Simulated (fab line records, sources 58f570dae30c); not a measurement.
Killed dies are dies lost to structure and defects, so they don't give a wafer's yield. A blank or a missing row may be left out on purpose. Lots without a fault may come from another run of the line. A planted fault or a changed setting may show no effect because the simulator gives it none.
A struck lot beside a sound one | flow berkeley_cmos170 | 26 steps out of a route of 331
Sound: wafers L694.1, L694.3, L694.4. Struck: wafers L701.2, L701.4, L701.5. The cause comes at the end.
At each step with rows: each side's tool, then ch and its chambers, then its first start. Under that, the readings that differ: sound wafers | struck wafers | difference of the means | sigmas: that difference in standard deviations of wafers without a fault.
alike: readings whose means differ by less than 2 such deviations, and words and numbers that are the same on both sides. not compared: withheld readings, readings that some wafer has no value for, bounds like >300 that may hide the same value, and numbers for which the record gives no deviation and whose values overlap.
The two part at a step that has a row with sigmas, a row that says differs or no value, or rows on one side only. Numbers that don't overlap but have no deviation are shown without sigmas and don't part them. A reading that every wafer of one side lacks parts them only if that side has two wafers or more.

first, 1 step without rows for these wafers: UCB170_PSD_IMPLANT_08.
UCB170_PSD_STRIP_09: strips in O2.
  sound on plasma_asher-03 ch 0,1, day 6 23:44; struck on plasma_asher-03 ch 0,1, day 8 16:18
  alike: drypump_motor_current_A, o2_flow_sccm, oes_product_au, strip_time_to_endpoint_s
  not compared: rf_hours_counter_h
UCB170_PSD_TW_MEAS_10:
  sound on film_metro-03, day 6 23:50; struck on film_metro-01, day 8 16:25
  alike: PSD_TW
then, 7 steps without rows for these wafers: UCB170_PSD_CLEAN_11 (cleans in SPM, time 600 s); UCB170_NSD_HMDS_00 (prime time 60 s); UCB170_NSD_COAT_01 (resist thk 900 nm); UCB170_NSD_SOFTBAKE_02 (time 60 s); UCB170_NSD_EXPOSE_03 (exposes mask NSELECT MOD, target cd 1200 nm); UCB170_NSD_PEB_04; UCB170_NSD_DEVELOP_05 (develop time 45 s).
UCB170_NSD_CD_MEAS_06: target cd 1200 nm.
  sound on cd_sem-01, day 7 01:56; struck on cd_sem-01, day 8 17:49
  reading    | sound                | struck               | difference | sigmas
  cd_nm (nm) | 1198.9 1198.3 1198.2 | 1203.1 1201.4 1201.7 | +3.6       | +2
UCB170_NSD_OVL_MEAS_07:
  sound on overlay-01, day 7 02:03; struck on overlay-01, day 8 17:56
  alike: NSD_OVL
UCB170_NSD_IMPLANT_08:
  sound on implanter-02 ch 0, day 7 02:05; struck on implanter-04 ch 0, day 8 17:59
  reading                          | sound                         | struck                      | difference | sigmas
  dose_ions_cm2                    | 3.007e+15 3.001e+15 2.998e+15 | 2.102e+15 2.098e+15 2.1e+15 | -9.020e+14 | -99 or more
  end_station_pressure_torr (Torr) | 1.24e-05 1.31e-05 1.25e-05    | 1.01e-05 1.01e-05 1e-05     | -2.60e-06  | -4
  faraday_current_uA               | 9392 9481 9232                | 6641 6527 6597              | -2780      | -15
UCB170_NSD_STRIP_09: strips in O2.
  sound on plasma_asher-04 ch 0,1, day 7 02:14; struck on plasma_asher-04 ch 0,1, day 8 18:07
  reading                      | sound             | struck            | difference | sigmas
  oes_product_au (a.u.)        | 0.529 0.536 0.534 | 0.563 0.567 0.572 | +0.034     | +8
  strip_time_to_endpoint_s (s) | 35.74 35.73 35.75 | 32.42 32.44 32.53 | -3.28      | -33
  alike: drypump_motor_current_A, o2_flow_sccm
  not compared: rf_hours_counter_h
UCB170_NSD_TW_MEAS_10:
  sound on film_metro-02, day 7 02:20; struck on film_metro-03, day 8 18:13
  reading | sound          | struck         | difference | sigmas
  NSD_TW  | 4316 4326 4328 | 4038 4040 4039 | -284       | -4
then, 4 steps without rows for these wafers: UCB170_NSD_CLEAN_11 (cleans in SPM, time 600 s); UCB170_BACKSIDE_HMDS_00 (prime time 60 s); UCB170_BACKSIDE_COAT_01 (resist thk 900 nm); UCB170_BACKSIDE_SOFTBAKE_02 (time 60 s).
UCB170_BACKSIDE_STRIP_03: strips in O2.
  sound on plasma_asher-01 ch 0,1, day 7 03:01; struck on plasma_asher-03 ch 0, day 8 21:52
  alike: drypump_motor_current_A, o2_flow_sccm, oes_product_au, strip_time_to_endpoint_s
  not compared: rf_hours_counter_h
then, 1 step without rows for these wafers: UCB170_BACKSIDE_CLEAN_04 (cleans in SPM, time 600 s).
UCB170_SDANNEAL_RTA_00: time 10 s.
  sound on rtp_anneal-01 ch 0, day 7 03:19; struck on rtp_anneal-01 ch 0, day 8 22:09
  alike: lamp_power_pct, wafer_temp_C_max
UCB170_SDANNEAL_RTA_01: time 5 s.
  sound on rtp_anneal-01 ch 0, day 7 03:23; struck on rtp_anneal-01 ch 0, day 8 22:13
  alike: lamp_power_pct, wafer_temp_C_max
UCB170_SDANNEAL_RS_MEAS_02: measures by four-point-probe.
  sound on film_metro-02, day 7 03:26; struck on film_metro-03, day 8 22:18
  alike: PSD_RS
UCB170_SDANNEAL_RS_MEAS_03: measures by four-point-probe.
  sound on film_metro-02, day 7 03:34; struck on film_metro-03, day 8 22:47
  reading         | sound             | struck            | difference | sigmas
  NSD_RS (ohm/sq) | 37.31 37.27 37.31 | 45.35 45.43 45.30 | +8.06      | +90
  not compared: hold
UCB170_M3_PROBE_99:
  the record has rows for the sound wafers here (prober-02, day 8 05:14) and none for the struck ones

WHERE THEY PART
First at UCB170_NSD_CD_MEAS_06; last, within this record, at UCB170_M3_PROBE_99.

WHY: what the simulator had put in
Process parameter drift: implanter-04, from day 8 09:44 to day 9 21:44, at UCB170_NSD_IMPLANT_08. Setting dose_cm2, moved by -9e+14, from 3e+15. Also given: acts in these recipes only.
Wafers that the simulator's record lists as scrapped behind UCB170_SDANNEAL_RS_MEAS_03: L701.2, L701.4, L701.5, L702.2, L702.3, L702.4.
